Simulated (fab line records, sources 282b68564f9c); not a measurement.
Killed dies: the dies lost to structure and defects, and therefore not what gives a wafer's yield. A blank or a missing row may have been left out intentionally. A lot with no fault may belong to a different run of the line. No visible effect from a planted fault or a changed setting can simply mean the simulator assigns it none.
A lot that was struck, set against a sound lot    flow ritCmos    43 steps out of a route of 202
Sound: these wafers, L268.1, L268.4, L268.6. The struck wafers were L275.1, L275.2, L275.6. The cause comes at the end.
For every step that has rows: the tool of each side, followed by ch and its chambers, followed by its first start. Under that, the readings that differ: sound wafers    struck wafers    difference of the means    sigmas: that difference in standard deviations of wafers without a fault.
alike: same words and numbers on both sides, and readings whose means sit less than 2 such deviations apart. not compared: any withheld reading, any reading some wafer has no value for, any bound like >300 that may hide the same value, and any number with overlapping values for which the record gives no deviation.
Wherever a step has rows on one side only, a row that says differs or no value, or a row with sigmas, the two part there. Non-overlapping numbers with no deviation appear without sigmas and do not part them. A reading missing from all wafers of one side parts the sides only when that side holds two or more wafers.

first, 4 steps without rows for these wafers: RIT_ACTIVE_SOFTBAKE_07 (time 60 s); RIT_ACTIVE_EXPOSE_08 (exposes mask M1, target cd 1400 nm); RIT_ACTIVE_PEB_09; RIT_ACTIVE_DEVELOP_10 (develop time 50 s).
RIT_ACTIVE_CD_MEAS_11: the cd target is 1400 nm.
  sound: cdSem-02 at day 2 07:32; struck: cdSem-02 at day 3 16:43
  alike: cdNm
then, 1 step without rows for these wafers: RIT_ACTIVE_HARDBAKE_12 (time 60 s).
RIT_ACTIVE_ETCH_13: etches Si3N4 in SF6, stops on SiO2, time 210 s, target depth 210 nm.
  sound on rieDiel-01 ch 0,1,2, day 2 07:48; struck on rieDiel-01 ch 2,3, day 3 16:59
  alike: drypumpMotorCurrentA, oesProductAu, throttleValvePct
  not compared: rfHoursCounterH
RIT_ACTIVE_STRIP_14: strips in O2, time 180 s.
  sound on plasmaAsher-04 ch 0,1, day 2 07:56; struck on plasmaAsher-04 ch 0,1, day 3 17:07
  alike: drypumpMotorCurrentA
  not compared: rfHoursCounterH
RIT_ACTIVE_CD_MEAS_90: the cd target is 1400 nm.
  sound: cdSem-02 at day 2 08:06; struck: cdSem-02 at day 3 17:17
  alike: cdNm
then, 3 steps without rows for these wafers: RIT_ACTIVE_CLEAN_15 (cleans in SC1, time 600 s); RIT_ACTIVE_CLEAN_16 (cleans in dHF, time 30 s); RIT_ACTIVE_CLEAN_17 (cleans in SC2, time 600 s).
RIT_FOX1_OXIDATION_00: target thk 350.7 nm, ox time 1130 s.
  sound on furnace-03 ch 0, day 2 10:31; struck on furnace-04 ch 0, day 3 19:13
reading               sound     struck    difference  sigmas
zonePowerLoadPct (%)  41 41 41  53 53 53  +12         +2
  alike: zonePowerCentrePct
RIT_FOX1_THK_MEAS_01:
  sound: filmMetro-03 at day 2 11:50; struck: filmMetro-01 at day 3 20:31
  alike: FOX1_OXIDE_THK
then, 2 steps without rows for these wafers: RIT_FOX1_WET_ETCH_02 (etches SiO2 in BOE, target depth 350 nm, time 390 s); RIT_FOX2_OXIDATION_00 (target thk 350.7 nm, ox time 1130 s).
RIT_FOX2_THK_MEAS_01:
  sound: filmMetro-02 at day 2 15:05; struck: filmMetro-04 at day 3 23:32
  alike: FOX2_OXIDE_THK
then, 2 steps without rows for these wafers: RIT_FOX2_CLEAN_02 (cleans in dHF, time 180 s); RIT_FOX2_WET_ETCH_03 (etches Si3N4 in H3PO4, target depth 195 nm, time 2700 s).
RIT_FOX2_THK_MEAS_90:
  sound: filmMetro-03 at day 2 15:58; struck: filmMetro-04 at day 4 00:24
  alike: FIELD_OXIDE_LEFT_1_THK
then, 6 steps without rows for these wafers: RIT_NWELL_HMDS_00 (prime time 60 s); RIT_NWELL_COAT_01 (resist thk 1300 nm); RIT_NWELL_SOFTBAKE_02 (time 60 s); RIT_NWELL_EXPOSE_03 (exposes mask M2, target cd 43900 nm); RIT_NWELL_PEB_04; RIT_NWELL_DEVELOP_05 (develop time 68 s).
RIT_NWELL_OVL_MEAS_06:
  sound: overlay-02 at day 2 17:20; struck: overlay-01 at day 4 02:09
  alike: NWELL_OVL
then, 2 steps without rows for these wafers: RIT_NWELL_HARDBAKE_07 (time 120 s); RIT_NWELL_IMPLANT_08.
RIT_NWELL_STRIP_09: strips in O2, time 180 s.
  sound on plasmaAsher-02 ch 0,1, day 2 17:47; struck on plasmaAsher-04 ch 0,1, day 4 02:35
  alike: drypumpMotorCurrentA
  not compared: rfHoursCounterH
RIT_NWELL_TW_MEAS_10:
  sound: filmMetro-03 at day 2 17:57; struck: filmMetro-01 at day 4 02:46
  alike: NWELL_TW
then, 6 steps without rows for these wafers: RIT_PWELL_HMDS_00 (prime time 60 s); RIT_PWELL_COAT_01 (resist thk 1300 nm); RIT_PWELL_SOFTBAKE_02 (time 60 s); RIT_PWELL_EXPOSE_03 (exposes mask M3, target cd 43700 nm); RIT_PWELL_PEB_04; RIT_PWELL_DEVELOP_05 (develop time 68 s).
RIT_PWELL_OVL_MEAS_06:
  sound: overlay-01 at day 2 19:11; struck: overlay-02 at day 4 03:50
  alike: PWELL_OVL
then, 2 steps without rows for these wafers: RIT_PWELL_HARDBAKE_07 (time 120 s); RIT_PWELL_IMPLANT_08.
RIT_PWELL_STRIP_09: strips in O2, time 180 s.
  sound on plasmaAsher-01 ch 0,1, day 2 19:37; struck on plasmaAsher-01 ch 0,1, day 4 04:17
  alike: drypumpMotorCurrentA
  not compared: rfHoursCounterH
RIT_PWELL_TW_MEAS_10:
  sound: filmMetro-01 at day 2 19:47; struck: filmMetro-03 at day 4 04:28
  alike: PWELL_TW
RIT_M1_PROBE_99:
  sound: prober-02 at day 4 12:43; struck: prober-02 at day 5 18:58
reading           sound   struck    difference  sigmas
killedAtFrontEnd  11 8 8  56 63 56  +49         +18
killedDies        11 8 8  56 63 56  +49         +18
killedOnRim       1 1 2   14 17 14  +14         +11
killedShort       8 6 6   0 3 3     -5          -3
  alike: killed_at_M0_to_M3, killedAtContacts, killedOpen

## WHERE THEY PART
First at RIT_FOX1_OXIDATION_00; last, within this record, at RIT_M1_PROBE_99.

WHY: whatever the simulator had introduced
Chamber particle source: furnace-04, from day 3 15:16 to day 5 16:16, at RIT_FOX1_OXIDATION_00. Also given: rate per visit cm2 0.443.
